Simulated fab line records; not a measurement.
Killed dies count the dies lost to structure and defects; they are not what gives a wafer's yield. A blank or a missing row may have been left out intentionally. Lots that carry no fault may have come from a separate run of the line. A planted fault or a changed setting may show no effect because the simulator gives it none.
fab line records -- flow rit_cmos
record: lots: 15, wafers: 45, last_day: 7
route steps=202 shown GATE@96 REOX@102 NSD@158 CONTACT@171 M1@202
lots that met no fault: from a run of the same line without faults
start_h: hours from the record's opening day to when the first of the lot's shown wafers began -- wait_h: hours since the lot's step before -- " unchanged from the row above -- L1.1+2: one row covering several wafers at once -- - no value present, or no start provided -- * or withheld: withheld -- < > ~ a bound
route shown NAME@n: names a module that has steps shown in the file, with the first one's number in the route -- usual: average and standard deviation across the fault-free wafers -- same: alike in all rows -- chamber/n: place in a boat -- sites: per-site readings -- _std_site: the standard deviation of these -- _edge_site: inner sites' mean taken away from outer sites' mean -- radius_mm: how far each site lies from the wafer's centre -- mask NAME#n: copy n -- behind: the most recent tool/chamber to have shaped the wafer -- hold: reason for holding the lot/hours on hold/outcome of the hold -- device: which transistor (n, p or np) failed to switch -- end of line: the tests these same wafers got at the end of their route -- step lacking rows: just its recipe -- killed: dies that structure and defects cost at the first sort, which is not the same as the wafer's yield -- map: a wafer's dies, x killed, . not, _ none there
set.NAME: the setting that was run; set.NAME@STEP: the one run at that earlier step -- model.NAME: the simulator's own value behind a step, which no gauge read
one table for each step of the route and one row for each wafer, over a sample of lots
services: a tool's chamber out of use, with start hour (start_h, from the record's first day; less than 0 if before it), hours out, and reason
== steps ==
step: RIT_GATE_STRIP_20
recipe: chemistry: O2, time_s: 180, resist: NOVOLAK, platen_temp_c: withheld, power_w: 500, pressure_mtorr: 4000, o2_flow_sccm: 4000
usual: drypump_motor_current_A: 5.4/0.44
lot.wafer,tool,chamber,start_h,wait_h,drypump_motor_current_A,rf_hours_counter_h
L931.1,plasma_asher-04,1,53.82,0.1,6.1,40
L931.2,plasma_asher-04,0,53.82,0.1,5.3,40
L931.4,plasma_asher-04,0,53.82,0.1,5.3,-
L936.2,plasma_asher-04,1,77.32,0.1,6.1,42
L936.5,plasma_asher-04,0,77.32,0.1,5.3,-
L936.6,plasma_asher-04,1,77.32,0.1,6.1,-
L939.2,plasma_asher-01,0,89.43,0.1,5.8,42
L939.3,plasma_asher-01,1,89.43,0.1,4.8,-
L939.4,plasma_asher-01,0,89.43,0.1,5.8,-
L940.1,plasma_asher-04,0,95.98,0.1,5.3,45
L940.4,plasma_asher-04,0,95.98,0.1,5.3,-
L940.5,plasma_asher-04,1,95.98,0.1,6.1,-
L941.2,plasma_asher-01,1,97.87,0.1,4.8,43
L941.4,plasma_asher-01,0,97.87,0.1,5.8,-
L941.5,plasma_asher-01,1,97.87,0.1,4.8,-
L942.2,plasma_asher-01,1,103.33,0.1,4.7,43
L942.3,plasma_asher-01,1,103.33,0.1,4.7,-
L942.4,plasma_asher-01,0,103.33,0.1,5.8,-
L943.2,plasma_asher-02,1,111.80,0.1,5.1,34
L943.3,plasma_asher-02,0,111.80,0.1,5.3,-
L943.6,plasma_asher-02,1,111.80,0.1,5.2,-
L944.1,plasma_asher-04,1,114.56,0.1,6.1,47
L944.2,plasma_asher-04,0,114.56,0.1,5.3,47
L944.6,plasma_asher-04,1,114.56,0.1,6.1,-
L945.2,plasma_asher-02,0,117.60,0.1,5.3,34
L945.3,plasma_asher-02,0,117.60,0.1,5.3,-
L945.6,plasma_asher-02,0,117.60,0.1,5.3,-
L947.1,plasma_asher-04,1,129.78,0.1,6.1,49
L947.3,plasma_asher-04,0,129.78,0.1,5.2,-
L947.6,plasma_asher-04,1,129.78,0.1,6.1,-
L948.1,plasma_asher-02,1,137.02,0.1,5.1,37
L948.4,plasma_asher-02,0,137.02,0.1,5.3,-
L948.6,plasma_asher-02,1,137.02,0.1,5.1,-
L949.2,plasma_asher-04,1,140.30,0.1,6.1,50
L949.4,plasma_asher-04,0,140.30,0.1,5.3,-
L949.5,plasma_asher-04,1,140.30,0.1,6.1,-
L950.1,plasma_asher-02,0,143.74,0.1,5.3,37
L950.2,plasma_asher-02,1,143.74,0.1,5.1,37
L950.4,plasma_asher-02,0,143.74,0.1,5.3,-
L951.2,plasma_asher-01,0,148.88,0.1,5.8,48
L951.4,plasma_asher-01,1,148.88,0.1,4.8,-
L951.5,plasma_asher-01,1,148.88,0.1,4.8,-
L952.1,plasma_asher-01,1,157.60,0.1,4.8,49
L952.4,plasma_asher-01,1,157.60,0.1,4.8,-
L952.6,plasma_asher-01,1,157.60,0.1,4.8,-
step: RIT_REOX_THK_MEAS_04
recipe: reads: SiO2_of_REOX_OXIDATION_03
usual: REOX_OXIDE_THK: 25.2/0.37
lot.wafer,tool,chamber,start_h,wait_h,REOX_OXIDE_THK[nm]
L931.1,film_metro-02,-,57.04,0.0,25.5
L931.2,film_metro-02,-,57.04,0.0,25.6
L931.4,film_metro-02,-,57.04,0.0,25.5
L936.2,film_metro-02,-,80.64,0.0,25.2
L936.5,film_metro-02,-,80.64,0.0,25.0
L936.6,film_metro-02,-,80.64,0.0,24.6
L939.2,film_metro-01,-,93.23,0.0,25.5
L939.3,film_metro-01,-,93.23,0.0,25.5
L939.4,film_metro-01,-,93.23,0.0,25.4
L940.1,film_metro-04,-,99.60,0.0,25.1
L940.4,film_metro-04,-,99.60,0.0,25.1
L940.5,film_metro-04,-,99.60,0.0,25.2
L941.2,film_metro-02,-,102.16,0.0,24.9
L941.4,film_metro-02,-,102.16,0.0,24.6
L941.5,film_metro-02,-,102.16,0.0,25.1
L942.2,film_metro-01,-,108.56,0.0,25.5
L942.3,film_metro-01,-,108.56,0.0,25.7
L942.4,film_metro-01,-,108.56,0.0,26.1
L943.2,film_metro-01,-,115.06,0.0,25.6
L943.3,film_metro-01,-,115.06,0.0,25.5
L943.6,film_metro-01,-,115.06,0.0,25.7
L944.1,film_metro-04,-,119.06,0.0,25.6
L944.2,film_metro-04,-,119.06,0.0,25.6
L944.6,film_metro-04,-,119.06,0.0,25.0
L945.2,film_metro-04,-,120.93,0.0,25.7
L945.3,film_metro-04,-,120.93,0.0,25.4
L945.6,film_metro-04,-,120.93,0.0,25.6
L947.1,film_metro-02,-,134.79,0.0,25.6
L947.3,film_metro-02,-,134.79,0.0,25.1
L947.6,film_metro-02,-,134.79,0.0,25.0
L948.1,film_metro-04,-,140.23,0.0,24.9
L948.4,film_metro-04,-,140.23,0.0,25.2
L948.6,film_metro-04,-,140.23,0.0,24.8
L949.2,film_metro-01,-,145.49,0.0,24.5
L949.4,film_metro-01,-,145.49,0.0,24.5
L949.5,film_metro-01,-,145.49,0.0,24.3
L950.1,film_metro-01,-,148.03,0.0,24.8
L950.2,film_metro-01,-,148.03,0.0,25.0
L950.4,film_metro-01,-,148.03,0.0,25.1
L951.2,film_metro-01,-,152.10,0.0,25.3
L951.4,film_metro-01,-,152.10,0.0,25.5
L951.5,film_metro-01,-,152.10,0.0,25.6
L952.1,film_metro-04,-,162.53,0.0,25.8
L952.4,film_metro-04,-,162.53,0.0,25.3
L952.6,film_metro-04,-,162.53,0.0,25.4
step: RIT_SDANNEAL_RS_MEAS_05
recipe: thk_meas_gauge: four-point-probe
usual: NSD_RS: 84.50/0.28
lot.wafer,tool,chamber,start_h,wait_h,NSD_RS[ohm/sq]
L931.1,film_metro-03,-,66.63,0.1,84.70
L931.2,film_metro-03,-,66.63,0.1,84.87
L931.4,film_metro-03,-,66.63,0.1,84.41
L936.2,film_metro-01,-,90.43,0.1,84.39
L936.5,film_metro-01,-,90.43,0.1,84.86
L936.6,film_metro-01,-,90.43,0.1,84.51
L939.2,film_metro-01,-,102.44,0.1,84.94
L939.3,film_metro-01,-,102.44,0.1,85.11
L939.4,film_metro-01,-,102.44,0.1,84.98
L940.1,film_metro-02,-,108.79,0.1,84.31
L940.4,film_metro-02,-,108.79,0.1,84.22
L940.5,film_metro-02,-,108.79,0.1,84.22
L941.2,film_metro-02,-,111.25,0.1,84.54
L941.4,film_metro-02,-,111.25,0.1,84.47
L941.5,film_metro-02,-,111.25,0.1,84.28
L942.2,film_metro-03,-,117.97,0.1,84.74
L942.3,film_metro-03,-,117.97,0.1,84.70
L942.4,film_metro-03,-,117.97,0.1,84.57
L943.2,film_metro-02,-,124.24,0.1,84.52
L943.3,film_metro-02,-,124.24,0.1,84.71
L943.6,film_metro-02,-,124.24,0.1,84.35
L944.1,film_metro-01,-,128.36,0.1,84.25
L944.2,film_metro-01,-,128.36,0.1,84.26
L944.6,film_metro-01,-,128.36,0.1,84.31
L945.2,film_metro-01,-,130.60,0.1,84.61
L945.3,film_metro-01,-,130.60,0.1,84.75
L945.6,film_metro-01,-,130.60,0.1,85.09
L947.1,film_metro-03,-,144.18,0.1,84.66
L947.3,film_metro-03,-,144.18,0.1,84.51
L947.6,film_metro-03,-,144.18,0.1,84.75
L948.1,film_metro-03,-,149.14,0.1,84.63
L948.4,film_metro-03,-,149.14,0.1,84.71
L948.6,film_metro-03,-,149.14,0.1,84.54
L949.2,film_metro-03,-,155.12,0.1,84.48
L949.4,film_metro-03,-,155.12,0.1,84.25
L949.5,film_metro-03,-,155.12,0.1,84.19
L950.1,film_metro-01,-,157.34,0.1,84.77
L950.2,film_metro-01,-,157.34,0.1,84.73
L950.4,film_metro-01,-,157.34,0.1,84.83
L951.2,film_metro-02,-,161.03,0.1,84.22
L951.4,film_metro-02,-,161.03,0.1,84.36
L951.5,film_metro-02,-,161.03,0.1,84.31
L952.1,film_metro-03,-,171.77,0.1,84.41
L952.4,film_metro-03,-,171.77,0.1,84.19
L952.6,film_metro-03,-,171.77,0.1,84.46
step: RIT_CONTACT_COAT_03
recipe: resist: NOVOLAK, spin_rpm: 3250, resist_thk_nm: 1000
usual: chill_plate_temp_C: 23.01/0.1, dispense_pressure_kPa: 50/5.1
lot.wafer,tool,chamber,start_h,wait_h,chill_plate_temp_C,dispense_pressure_kPa
L931.1,litho_track-01,0,67.83,0.1,22.89,57
L931.2,litho_track-01,0,67.83,0.1,22.82,57
L931.4,litho_track-01,0,67.83,0.1,22.83,57
L936.2,litho_track-04,0,91.58,0.1,23.07,43
L936.5,litho_track-04,0,91.58,0.1,23.05,43
L936.6,litho_track-04,0,91.58,0.1,23.05,43
L939.2,litho_track-03,-,103.58,0.1,-,-
L939.3,litho_track-03,-,103.58,0.1,-,-
L939.4,litho_track-03,-,103.58,0.1,-,-
L940.1,litho_track-04,-,109.94,0.1,-,-
L940.4,litho_track-04,-,109.94,0.1,-,-
L940.5,litho_track-04,-,109.94,0.1,-,-
L941.2,litho_track-01,-,112.56,0.1,-,-
L941.4,litho_track-01,-,112.56,0.1,-,-
L941.5,litho_track-01,-,112.56,0.1,-,-
L942.2,litho_track-03,0,119.17,0.1,23.03,50
L942.3,litho_track-03,0,119.17,0.1,22.82,50
L942.4,litho_track-03,0,119.17,0.1,22.94,50
L943.2,litho_track-03,0,125.38,0.1,22.97,50
L943.3,litho_track-03,0,125.38,0.1,23.06,50
L943.6,litho_track-03,0,125.38,0.1,22.95,50
L944.1,litho_track-01,0,129.60,0.1,23.19,57
L944.2,litho_track-01,0,129.60,0.1,23.07,57
L944.6,litho_track-01,0,129.60,0.1,22.93,57
L945.2,litho_track-03,0,131.74,0.1,23.06,50
L945.3,litho_track-03,0,131.74,0.1,23.15,50
L945.6,litho_track-03,0,131.74,0.1,23.02,50
L947.1,litho_track-03,0,145.32,0.1,22.81,50
L947.3,litho_track-03,0,145.32,0.1,22.86,50
L947.6,litho_track-03,0,145.32,0.1,22.85,50
L948.1,litho_track-03,0,150.28,0.1,23.03,50
L948.4,litho_track-03,0,150.28,0.1,23.19,50
L948.6,litho_track-03,0,150.28,0.1,23.08,50
L949.2,litho_track-04,0,156.27,0.1,23.07,43
L949.4,litho_track-04,0,156.27,0.1,23.13,43
L949.5,litho_track-04,0,156.27,0.1,23.25,43
L950.1,litho_track-04,0,158.48,0.1,23.11,43
L950.2,litho_track-04,0,158.48,0.1,23.10,43
L950.4,litho_track-04,0,158.48,0.1,23.11,43
L951.2,litho_track-03,0,162.18,0.1,23.06,50
L951.4,litho_track-03,0,162.18,0.1,22.96,50
L951.5,litho_track-03,0,162.18,0.1,23.06,50
L952.1,litho_track-03,0,173.09,0.1,22.96,50
L952.4,litho_track-03,0,173.09,0.1,23.05,50
L952.6,litho_track-03,0,173.09,0.1,22.98,50
step: RIT_CONTACT_CD_MEAS_08
recipe: target_cd_nm: 1000
usual: cd_nm: 999.8/2.1
lot.wafer,tool,chamber,start_h,wait_h,cd_nm
L931.1,cd_sem-01,-,68.65,-,998.6
L931.2,cd_sem-01,-,68.65,-,998.3
L931.4,cd_sem-01,-,68.65,-,999.6
L936.2,cd_sem-01,-,92.39,-,998.1
L936.5,cd_sem-01,-,92.39,-,996.5
L936.6,cd_sem-01,-,92.39,-,999.0
L939.2,cd_sem-02,-,104.52,-,-
L939.3,cd_sem-02,-,104.52,-,-
L939.4,cd_sem-02,-,104.52,-,-
L940.1,cd_sem-01,-,110.88,-,-
L940.4,cd_sem-01,-,110.88,-,-
L940.5,cd_sem-01,-,110.88,-,-
L941.2,cd_sem-01,-,113.50,-,-
L941.4,cd_sem-01,-,113.50,-,-
L941.5,cd_sem-01,-,113.50,-,-
L942.2,cd_sem-02,-,120.10,-,999.5
L942.3,cd_sem-02,-,120.10,-,999.0
L942.4,cd_sem-02,-,120.10,-,999.0
L943.2,cd_sem-01,-,126.19,-,998.6
L943.3,cd_sem-01,-,126.19,-,998.2
L943.6,cd_sem-01,-,126.19,-,999.9
L944.1,cd_sem-01,-,130.54,-,1000.2
L944.2,cd_sem-01,-,130.54,-,1000.5
L944.6,cd_sem-01,-,130.54,-,999.0
L945.2,cd_sem-01,-,132.55,-,1001.8
L945.3,cd_sem-01,-,132.55,-,1001.6
L945.6,cd_sem-01,-,132.55,-,999.1
L947.1,cd_sem-01,-,146.26,-,996.6
L947.3,cd_sem-01,-,146.26,-,996.4
L947.6,cd_sem-01,-,146.26,-,996.6
L948.1,cd_sem-02,-,151.09,-,999.8
L948.4,cd_sem-02,-,151.09,-,1001.2
L948.6,cd_sem-02,-,151.09,-,999.4
L949.2,cd_sem-01,-,157.09,-,1000.6
L949.4,cd_sem-01,-,157.09,-,1001.0
L949.5,cd_sem-01,-,157.09,-,1002.9
L950.1,cd_sem-02,-,159.42,-,1000.2
L950.2,cd_sem-02,-,159.42,-,996.0
L950.4,cd_sem-02,-,159.42,-,999.6
L951.2,cd_sem-02,-,163.11,-,1000.1
L951.4,cd_sem-02,-,163.11,-,1002.5
L951.5,cd_sem-02,-,163.11,-,1001.6
L952.1,cd_sem-02,-,174.03,-,1001.2
L952.4,cd_sem-02,-,174.03,-,1000.5
L952.6,cd_sem-02,-,174.03,-,1001.4
step: RIT_M1_PROBE_99
usual: killed_at_contacts: 0.1/0.3, killed_at_front_end: 7/3.3, killed_dies: 7/3.3, killed_on_rim: 2.2/1.4, killed_open: 3.8/2.3, killed_short: 3.5/2.1
same: gross_dies: 264, killed_at_M0_to_M3: 0, killed_at_M4_up: 0, killed_at_back_side: 0, killed_at_other: 0
lot.wafer,tool,chamber,start_h,wait_h,killed_at_contacts,killed_at_front_end,killed_dies,killed_on_rim,killed_open,killed_short
L931.1,prober-01,-,73.97,0.1,0,4,4,1,1,3
L931.2,prober-01,-,74.02,0.1,0,7,7,4,5,2
L931.4,prober-01,-,74.12,0.2,0,7,7,2,4,2
L936.2,prober-01,-,97.58,0.1,0,5,5,3,4,1
L936.5,prober-01,-,97.73,0.2,0,4,4,0,2,2
L936.6,prober-01,-,97.78,0.2,0,3,3,0,3,0
L939.2,prober-01,-,109.85,0.1,255,9,264,70,5,4
L939.3,prober-01,-,109.90,0.2,257,7,264,70,4,4
L939.4,prober-01,-,109.95,0.2,261,3,264,70,1,2
L940.1,prober-01,-,116.18,0.1,252,12,264,70,10,2
L940.4,prober-01,-,116.33,0.2,248,16,264,70,8,8
L940.5,prober-01,-,116.38,0.2,259,5,264,70,3,3
L941.2,prober-01,-,119.07,0.1,260,4,264,70,3,1
L941.4,prober-01,-,119.17,0.2,252,12,264,70,8,4
L941.5,prober-01,-,119.22,0.2,254,10,264,70,7,3
L942.2,prober-01,-,125.29,0.1,0,14,14,2,7,7
L942.3,prober-01,-,125.34,0.2,0,6,6,3,3,3
L942.4,prober-01,-,125.39,0.2,0,6,6,2,4,2
L943.2,prober-01,-,131.82,0.1,0,3,3,1,2,1
L943.3,prober-01,-,131.87,0.2,0,7,7,3,1,6
L943.6,prober-01,-,132.02,0.2,0,9,9,5,4,5
L944.1,prober-01,-,135.72,0.1,0,2,2,1,0,2
L944.2,prober-01,-,135.77,0.1,0,8,8,0,4,4
L944.6,prober-01,-,135.97,0.2,0,10,10,3,5,5
L945.2,prober-01,-,137.80,0.1,0,5,5,2,3,2
L945.3,prober-01,-,137.85,0.2,0,12,12,3,8,4
L945.6,prober-01,-,138.00,0.2,0,10,10,4,6,4
L947.1,prober-01,-,151.62,0.1,0,12,12,2,3,9
L947.3,prober-01,-,151.72,0.2,0,9,9,3,5,4
L947.6,prober-01,-,151.87,0.2,0,4,4,2,3,1
L948.1,prober-02,-,156.43,0.1,0,12,12,5,4,8
L948.4,prober-02,-,156.58,0.2,0,9,9,2,5,4
L948.6,prober-02,-,156.68,0.2,0,12,12,1,6,6
L949.2,prober-01,-,162.30,0.1,1,12,13,4,9,4
L949.4,prober-01,-,162.40,0.2,0,9,9,4,3,6
L949.5,prober-01,-,162.45,0.2,0,7,7,3,5,2
L950.1,prober-02,-,164.75,0.1,0,10,10,1,4,6
L950.2,prober-02,-,164.80,0.1,0,4,4,2,1,3
L950.4,prober-02,-,164.90,0.2,0,12,12,2,5,7
L951.2,prober-01,-,168.51,0.1,1,2,3,0,2,1
L951.4,prober-01,-,168.61,0.2,0,7,7,4,3,4
L951.5,prober-01,-,168.66,0.2,0,7,7,2,4,3
L952.1,prober-02,-,179.54,0.1,0,11,11,3,3,8
L952.4,prober-02,-,179.69,0.2,0,5,5,3,1,4
L952.6,prober-02,-,179.79,0.2,0,6,6,0,4,2
killed by level:class
L931.1 GATE:geometric_particle:short=2 FOX1:geometric_particle:short=1 GATE:geometric_particle:open=1
L931.2 SPACER:geometric_particle:open=2 GATE:geometric_particle:open=1 REOX:geometric_particle:open=1 REOX:geometric_particle:short=1 SPACER:geometric_particle:short=1 SILICIDE:geometric_particle:open=1
L931.4 SILICIDE:geometric_particle:open=4 GATE:geometric_particle:short=1 SILICIDE:geometric_particle:short=1 NLDD:coat_microbubble_printed=1
L936.2 SILICIDE:geometric_particle:open=2 FOX1:geometric_particle:open=1 GATE:geometric_particle:open=1 SPACER:geometric_particle:short=1
L936.5 SPACER:geometric_particle:open=2 GATE:geometric_particle:short=1 SPACER:geometric_particle:short=1
L936.6 SPACER:geometric_particle:open=2 SILICIDE:geometric_particle:open=1
L939.2 CONTACT:area_expose=255 REOX:geometric_particle:short=4 FOX2:geometric_particle:open=2 GATE:geometric_particle:open=2 REOX:geometric_particle:open=1
L939.3 CONTACT:area_expose=256 FOX1:geometric_particle:short=1 FOX1:geometric_particle:open=1 GATE:geometric_particle:short=1 GATE:geometric_particle:open=1 REOX:geometric_particle:open=1 REOX:geometric_particle:short=1 SILICIDE:geometric_particle:open=1
L939.4 CONTACT:area_expose=261 FOX1:geometric_particle:short=2 FOX1:geometric_particle:open=1
L940.1 CONTACT:area_expose=252 REOX:geometric_particle:open=3 SPACER:geometric_particle:open=3 FOX1:geometric_particle:open=2 FOX2:geometric_particle:short=1 GATE:geometric_particle:open=1 REOX:geometric_particle:short=1 SILICIDE:geometric_particle:open=1
L940.4 CONTACT:area_expose=248 SILICIDE:geometric_particle:open=4 SPACER:geometric_particle:short=2 FOX2:geometric_particle:open=2 FOX2:geometric_particle:short=2 GATE:geometric_particle:short=2 GATE:geometric_particle:open=2 FOX1:geometric_particle:short=1
L940.5 CONTACT:area_expose=258 FOX1:geometric_particle:short=1 GATE:geometric_particle:open=1 GATE:geometric_particle:short=1 SPACER:geometric_particle:open=1 SILICIDE:geometric_particle:short=1 CONTACT:geometric_particle:open=1
L941.2 CONTACT:area_expose=260 GATE:geometric_particle:open=2 FOX2:geometric_particle:short=1 REOX:geometric_particle:open=1
L941.4 CONTACT:area_expose=252 REOX:geometric_particle:open=3 FOX1:geometric_particle:open=2 FOX2:geometric_particle:short=2 FOX2:geometric_particle:open=1 GATE:geometric_particle:open=1 SPACER:geometric_particle:open=1 REOX:geometric_particle:short=1
L941.5 CONTACT:area_expose=254 GATE:geometric_particle:open=3 FOX1:geometric_particle:open=2 FOX1:geometric_particle:short=1 FOX2:geometric_particle:open=1 REOX:geometric_particle:short=1 SPACER:geometric_particle:short=1 SILICIDE:geometric_particle:open=1
L942.2 GATE:geometric_particle:short=4 REOX:geometric_particle:open=3 FOX1:geometric_particle:open=2 FOX1:geometric_particle:short=1 FOX2:geometric_particle:short=1 FOX2:geometric_particle:open=1 GATE:geometric_particle:open=1 REOX:geometric_particle:short=1
L942.3 SPACER:geometric_particle:short=2 GATE:geometric_particle:open=1 GATE:geometric_particle:short=1 SPACER:geometric_particle:open=1 SILICIDE:geometric_particle:open=1
L942.4 GATE:geometric_particle:open=3 GATE:geometric_particle:short=1 SPACER:geometric_particle:open=1 SPACER:geometric_particle:short=1
L943.2 GATE:geometric_particle:short=1 GATE:geometric_particle:open=1 SILICIDE:geometric_particle:open=1
L943.3 GATE:geometric_particle:short=3 REOX:geometric_particle:short=2 FOX1:geometric_particle:short=1 REOX:geometric_particle:open=1
L943.6 GATE:geometric_particle:short=3 FOX2:geometric_particle:open=2 FOX2:geometric_particle:short=1 GATE:geometric_particle:open=1 REOX:geometric_particle:short=1 SPACER:geometric_particle:open=1
L944.1 GATE:geometric_particle:short=1 REOX:geometric_particle:short=1
L944.2 GATE:geometric_particle:short=2 GATE:geometric_particle:open=2 SPACER:geometric_particle:open=2 REOX:geometric_particle:short=1 SPACER:geometric_particle:short=1
L944.6 GATE:geometric_particle:open=3 FOX2:geometric_particle:short=2 FOX1:geometric_particle:short=1 FOX2:geometric_particle:open=1 GATE:geometric_particle:short=1 REOX:geometric_particle:open=1 REOX:geometric_particle:short=1
L945.2 GATE:geometric_particle:short=1 GATE:geometric_particle:open=1 REOX:geometric_particle:short=1 REOX:geometric_particle:open=1 SILICIDE:geometric_particle:open=1
L945.3 GATE:geometric_particle:short=3 REOX:geometric_particle:open=3 SPACER:geometric_particle:open=2 FOX1:geometric_particle:open=1 GATE:geometric_particle:open=1 SPACER:geometric_particle:short=1 SILICIDE:geometric_particle:open=1
L945.6 REOX:geometric_particle:open=3 GATE:geometric_particle:short=1 GATE:geometric_particle:open=1 REOX:geometric_particle:short=1 SPACER:geometric_particle:short=1 SPACER:geometric_particle:open=1 SILICIDE:geometric_particle:short=1 SILICIDE:geometric_particle:open=1
L947.1 GATE:geometric_particle:short=3 FOX2:geometric_particle:short=2 REOX:geometric_particle:short=2 FOX1:geometric_particle:short=1 FOX2:geometric_particle:open=1 REOX:geometric_particle:open=1 SPACER:geometric_particle:open=1 SPACER:geometric_particle:short=1
L947.3 FOX1:geometric_particle:open=3 FOX1:geometric_particle:short=2 FOX2:geometric_particle:short=1 REOX:geometric_particle:open=1 SPACER:geometric_particle:open=1 SPACER:geometric_particle:short=1
L947.6 FOX1:geometric_particle:open=1 FOX1:geometric_particle:short=1 FOX2:geometric_particle:open=1 GATE:geometric_particle:open=1
L948.1 GATE:geometric_particle:short=3 GATE:geometric_particle:open=2 SPACER:geometric_particle:short=2 FOX1:geometric_particle:short=1 REOX:geometric_particle:short=1 REOX:geometric_particle:open=1 SPACER:geometric_particle:open=1 SILICIDE:geometric_particle:short=1
L948.4 FOX1:geometric_particle:open=3 REOX:geometric_particle:short=2 FOX1:geometric_particle:short=1 GATE:geometric_particle:short=1 REOX:geometric_particle:open=1 SPACER:geometric_particle:open=1
L948.6 FOX1:geometric_particle:open=4 FOX1:geometric_particle:short=2 GATE:geometric_particle:open=1 GATE:geometric_particle:short=1 REOX:geometric_particle:open=1 REOX:geometric_particle:short=1 SPACER:geometric_particle:short=1 SILICIDE:geometric_particle:short=1
L949.2 SPACER:geometric_particle:open=3 GATE:geometric_particle:short=2 GATE:geometric_particle:open=2 REOX:geometric_particle:open=2 SPACER:geometric_particle:short=2 SILICIDE:geometric_particle:open=1 CONTACT:geometric_particle:open=1
L949.4 GATE:geometric_particle:short=3 GATE:geometric_particle:open=3 SILICIDE:geometric_particle:short=2 SPACER:geometric_particle:short=1
L949.5 REOX:geometric_particle:open=2 FOX2:geometric_particle:open=1 SPACER:geometric_particle:open=1 GATE:geometric_particle:open=1 SPACER:geometric_particle:short=1 SILICIDE:geometric_particle:short=1
L950.1 GATE:geometric_particle:short=4 FOX2:geometric_particle:open=2 FOX2:geometric_particle:short=2 SPACER:geometric_particle:open=2
L950.2 GATE:geometric_particle:short=2 FOX1:geometric_particle:short=1 GATE:geometric_particle:open=1
L950.4 FOX1:geometric_particle:open=2 FOX2:geometric_particle:short=2 SPACER:geometric_particle:short=2 FOX2:geometric_particle:open=1 GATE:geometric_particle:short=1 GATE:geometric_particle:open=1 REOX:geometric_particle:short=1 SPACER:geometric_particle:open=1
L951.2 FOX1:geometric_particle:open=1 GATE:geometric_particle:short=1 CONTACT:geometric_particle:open=1
L951.4 GATE:geometric_particle:short=2 GATE:geometric_particle:open=2 SPACER:geometric_particle:short=1 SILICIDE:geometric_particle:short=1 SILICIDE:geometric_particle:open=1
L951.5 GATE:geometric_particle:open=2 REOX:geometric_particle:short=2 FOX2:geometric_particle:open=1 GATE:geometric_particle:short=1 SILICIDE:geometric_particle:open=1
L952.1 SPACER:geometric_particle:short=3 GATE:geometric_particle:short=2 REOX:geometric_particle:short=2 FOX1:geometric_particle:short=1 GATE:geometric_particle:open=1 REOX:geometric_particle:open=1 SPACER:geometric_particle:open=1
L952.4 GATE:geometric_particle:short=2 REOX:geometric_particle:short=1 SPACER:geometric_particle:short=1 SILICIDE:geometric_particle:open=1
L952.6 GATE:geometric_particle:open=2 ACTIVE:geometric_particle:open=1 FOX2:geometric_particle:open=1 REOX:geometric_particle:short=1 SPACER:geometric_particle:short=1
== services ==
tool,chamber,start_h,hours,kind
plasma_asher-04,-,136.28,2.8,pm
plasma_asher-02,-,153.39,1.0,repair
== key ==
first_sign: step: RIT_CONTACT_COAT_03, reading: tool_record, direction: missing
effect: step: RIT_CONTACT_CD_MEAS_08, reading: cd_nm, direction: missing
effect: step: RIT_M1_PROBE_99, reading: killed_at_contacts, direction: up, sigmas: 99+, usual: 0.1, struck: 255.3
more_kills_born_at: RIT_CONTACT_EXPOSE_05@iline_stepper-01: 1538, RIT_CONTACT_EXPOSE_05@iline_stepper-02: 758
met_at RIT_CONTACT_COAT_03
struck_lots L939,L940,L941
later_rows_left_out L939.2,L939.3,L939.4,L940.1,L940.4,L940.5,L941.2,L941.4,L941.5
tester_left_out L939,L940,L941
not_acting_at RIT_GATE_STRIP_20,RIT_REOX_THK_MEAS_04,RIT_SDANNEAL_RS_MEAS_05
onset_between 91.58 103.58
fault: kind: skipped_step_whole, tool: litho_track-01,litho_track-03,litho_track-04, chamber: -, onset_h: 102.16, steps: RIT_CONTACT_COAT_03, scope: struck_lots_only
tester_left_out: of these lots the tester's yield and bins aren't shown, on N5 and GAA mostly nor the transistor test; their killed dies are dies lost to structure and defects alone, not to doping, threshold or leakage, so they don't give the yield
later_rows_left_out: the simulator's readings of these wafers behind a module that went badly wrong aren't trusted and aren't shown, but for the sort
